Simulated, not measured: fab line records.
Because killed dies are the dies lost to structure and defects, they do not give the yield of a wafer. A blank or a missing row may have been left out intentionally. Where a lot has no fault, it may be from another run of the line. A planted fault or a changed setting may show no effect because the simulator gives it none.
A lot that was struck, set against a sound lot -- flow rit_cmos -- 24 steps out of a route of 202
Sound: wafers L483.3, L483.4, L483.5. The struck wafers were L496.2, L496.3, L496.4. The cause is named last.
At each step with rows: each side's tool, then ch and its chambers, then its first start. Under that, the readings that differ: sound wafers -- struck wafers -- difference of the means -- sigmas: that difference in standard deviations of wafers without a fault.
alike: same words and numbers on both sides, and readings whose means sit less than 2 such deviations apart. not compared: any withheld reading, any reading some wafer has no value for, any bound like >300 that may hide the same value, and any number with overlapping values for which the record gives no deviation.
A row with sigmas, a row that says differs or no value, or rows on one side alone: a step with any of these is where the two part. When numbers do not overlap yet have no deviation, they are printed without sigmas and do not part them. A reading that every wafer of one side lacks parts them only if that side has two wafers or more.

first, 1 step without rows for these wafers: RIT_PRETRO_IMPLANT_08.
RIT_PRETRO_STRIP_09: strips in O2, time 180 s.
  sound on plasma_asher-01 ch 0,1, day 2 18:34; struck on plasma_asher-01 ch 0,1, day 5 11:48
  alike: drypump_motor_current_A
  not compared: rf_hours_counter_h
RIT_PRETRO_TW_MEAS_10:
  struck on film_metro-01, day 5 11:59; sound on film_metro-01, day 2 18:42
  alike: PRETRO_TW
then, 5 steps without rows for these wafers: RIT_GATE_WET_ETCH_00 (etches SiO2 in BOE, target depth 56 nm, time 60 s); RIT_GATE_CLEAN_01 (cleans in SC1, time 600 s); RIT_GATE_CLEAN_02 (cleans in dHF, time 30 s); RIT_GATE_CLEAN_03 (cleans in SC2, time 600 s); RIT_GATE_CLEAN_04 (cleans in dHF, time 60 s).
RIT_FOX2_THK_MEAS_91:
  struck on film_metro-04, day 5 12:28; sound on film_metro-04, day 2 19:11
  alike: FIELD_OXIDE_LEFT_2_THK
then, 2 steps without rows for these wafers: RIT_GATE_OXIDATION_05 (target thk 3 nm, ox time 274.8 s); RIT_GATE_ANNEAL_06 (time 600 s).
RIT_GATE_THK_MEAS_07:
  struck on film_metro-02, day 5 14:50; sound on film_metro-02, day 2 21:13
  alike: GATE_OXIDE_THK
RIT_GATE_CVD_08: deposits poly-Si from SiH4, target thk 250 nm, time 2220 s.
  sound on lpcvd-01 ch 1, day 2 21:16; struck on lpcvd-02 ch 0, day 5 14:53
reading,sound,struck,difference,sigmas
zone_power_centre_pct (%),23.4 23.3 23.8,30.3 29.9 30.8,+6.8,+2
model.poly-Si_of_GATE_CVD_08.thk_nm (nm),253.6 254.8 255.3,296.5 295.3 295.9,+41.3,
  alike: zone_power_source_pct
RIT_GATE_THK_MEAS_09:
  struck on film_metro-04, day 5 16:44; sound on film_metro-01, day 2 23:42
reading,sound,struck,difference,sigmas
GATE_POLY_THK (nm),253.7 254.7 255.0,296.3 294.9 296.1,+41.3,+17
  not compared: hold
then, 5 steps without rows for these wafers: RIT_GATE_COAT_11 (resist thk 850 nm); RIT_GATE_SOFTBAKE_12 (time 60 s); RIT_GATE_EXPOSE_13 (exposes mask M6, target cd 150 nm); RIT_GATE_PEB_14; RIT_GATE_DEVELOP_15 (develop time 50 s).
RIT_GATE_CD_MEAS_16 targets a cd of 150 nm.
  struck on cd_sem-01, day 5 19:59; sound on cd_sem-02, day 3 00:38
  alike: cd_nm
RIT_GATE_OVL_MEAS_17:
  struck on overlay-02, day 5 20:05; sound on overlay-01, day 3 00:44
  alike: GATE_OVL
then, 1 step without rows for these wafers: RIT_GATE_HARDBAKE_18 (time 60 s).
RIT_GATE_ETCH_19: etches poly-Si in SF6/CHF3/O2, stops on SiO2, time 165 s, target depth 312.5 nm.
  sound on rie_si-01 ch 0,1, day 3 00:54; struck on rie_si-02 ch 0,2,3, day 5 20:16
reading,sound,struck,difference,sigmas
oes_product_au (a.u.),0.854 0.885 0.884,0.935 0.934 0.962,+0.069,+4
model.etch.depth_nm (nm),253.6 254.8 255.3,296.5 295.3 293.4,+40.5,
model.GATE.feature_depth_nm (nm),253.6 254.8 255.3,296.5 295.3 293.4,+40.5,
  alike: drypump_motor_current_A, rf_fwd_power_W, throttle_valve_pct
  not compared: rf_hours_counter_h
RIT_GATE_STRIP_20: strips in O2, time 180 s.
  sound on plasma_asher-03 ch 0,1, day 3 01:04; struck on plasma_asher-01 ch 0,1, day 5 20:23
  alike: drypump_motor_current_A
  not compared: rf_hours_counter_h

## WHERE THEY PART
Earliest at RIT_GATE_CVD_08; latest, in this record, at RIT_GATE_ETCH_19. Later steps at which nothing parts them and some readings are alike: RIT_GATE_STRIP_20.

WHY: whatever the simulator had introduced
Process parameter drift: lpcvd-02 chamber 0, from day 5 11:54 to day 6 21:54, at RIT_GATE_CVD_08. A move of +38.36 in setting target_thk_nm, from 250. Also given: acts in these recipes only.
